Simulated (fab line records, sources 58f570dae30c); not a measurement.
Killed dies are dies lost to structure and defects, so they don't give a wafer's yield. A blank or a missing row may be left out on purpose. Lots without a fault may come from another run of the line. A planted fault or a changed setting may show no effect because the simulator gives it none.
Chamber matching | flow berkeley_cmos170 | UCB170_SPACER_ETCHBACK_03 on rie_diel-03: 4 sister chambers
The step etches SiO2 in CHF3/CF4/Ar, stops on Si, target depth 376 nm, time 100 s. 4 wafers are shown with their chamber, then 8 later ones without.

WAFERS WITH THEIR CHAMBER
wafer  | chamber | throttle_valve_pct (%)
L476.4 | 2       | 6.68
L476.6 | 0       | 6.33
L486.1 | 3       | 6.67
L488.2 | 1       | 6.60

WAFERS WITHOUT THEIR CHAMBER
wafer  | throttle_valve_pct (%)
L488.3 | 6.67
L488.6 | 6.61
L490.2 | 6.65
L490.4 | 6.61
L490.5 | 6.65
L492.1 | 6.66
L492.2 | 6.66
L492.4 | 6.35

WHICH CHAMBER EACH WENT THROUGH
wafer  | from the rows above     | in truth
L488.3 | can't be placed: 3 or 2 | 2
L488.6 | 1                       | 1
L490.2 | can't be placed: 3 or 2 | 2
L490.4 | 1                       | 1
L490.5 | can't be placed: 3 or 2 | 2
L492.1 | can't be placed: 3 or 2 | 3
L492.2 | can't be placed: 3 or 2 | 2
L492.4 | 0                       | 0
Placed correctly: 3 of 8. Can't be placed from these rows: 5 (the true chamber is among the candidates in 5). Placed wrongly: 0.
How it was worked out, from the rows above alone: a wafer's distance from a chamber is the root of the sum, over the readings, of the square of ((its reading less the chamber's mean) divided by the reading's scatter). The wafer belongs to the nearest chamber; if the next one is less than 2 further off, it can't be placed. A chamber's mean is the mean of its shown wafers. The scatter: with one shown wafer a chamber, the root of the mean of the squares of how far each hidden wafer lies from its nearest shown one.
